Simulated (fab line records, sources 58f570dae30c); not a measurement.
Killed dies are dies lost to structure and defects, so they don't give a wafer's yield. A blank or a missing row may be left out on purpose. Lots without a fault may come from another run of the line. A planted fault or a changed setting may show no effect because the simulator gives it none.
One fault seen from 2 desks | flow berkeley_cmos170 | each desk has only its own numbers; what lay behind them comes last

THE TOOL OWNER'S DESK: lpcvd-01
The tool's own readings at UCB170_CONTACT_CVD_01 (deposits PSG from SiH4/O2/PH3, target thk 700 nm, time 2820 s): means of the sampled wafers that have a number, for each lot that ran on this tool. A lot is out of limits, marked OUT, if its mean lies more than 4 standard deviations from the usual mean; the brackets give that distance.
Columns: A = sih4_flow_sccm at UCB170_CONTACT_CVD_01, usual 59.98 sccm; B = zone_power_source_pct at UCB170_CONTACT_CVD_01, usual 6.79 %
lot  | first seen here | A     | B
L294 | day 7 08:11     | 59.96 | 6.66
L295 | day 7 08:11     | 59.97 | 6.67
L297 | day 7 19:49     | 59.77 | 6.88
L298 | day 8 03:34     | 59.91 | 6.80
L301 | day 8 23:21     | 60.05 | 6.81
This desk's finding: nothing out of limits on any of the 5 lots.

THE METROLOGY DESK
What the gauges read, lot by lot, whatever tool the lot ran on: means of the sampled wafers that have a number. A lot is out of limits, marked OUT, if its mean lies more than 4 standard deviations from the usual mean; the brackets give that distance.
Columns: A = CONTACT_PSG_THK at UCB170_CONTACT_THK_MEAS_02, usual 696 nm
lot  | first seen here | A
L296 | day 7 08:52     | 701
L292 | day 7 08:52     | 695
L294 | day 7 09:59     | 697
L295 | day 7 09:59     | 694
L297 | day 7 21:36     | 689
L298 | day 8 05:21     | 613 (-15) OUT
L301 | day 9 02:01     | 618 (-14) OUT
L299 | day 9 03:21     | 702
L303 | day 9 03:22     | 692
L309 | day 10 16:56    | 702
L310 | day 10 16:57    | 693
L312 | day 10 20:31    | 698
L314 | day 11 19:34    | 689
L315 | day 12 05:49    | 699
This desk's finding: out of limits on L298, L301; first on L298, day 8 05:21 (CONTACT_PSG_THK at UCB170_CONTACT_THK_MEAS_02). In limits: L296, L292, L294, L295, L297, L299, L303, L309, L310, L312, L314, L315.

PUT TOGETHER
The metrology desk could have raised an alarm at day 8 05:21, on L298, L301.
The tool owner's desk saw nothing out of limits.
The tool owner's desk has L298, L301 on record, within its limits.
Of the lots named, all ran UCB170_CONTACT_CVD_01 on lpcvd-01.

WHAT THE SIMULATOR HAD PUT IN
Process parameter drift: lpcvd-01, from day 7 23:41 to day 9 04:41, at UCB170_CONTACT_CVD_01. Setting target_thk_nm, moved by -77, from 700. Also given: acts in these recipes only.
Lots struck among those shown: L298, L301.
Hours from the fault's start to each desk's first reading out of limits: the metrology desk, 6.
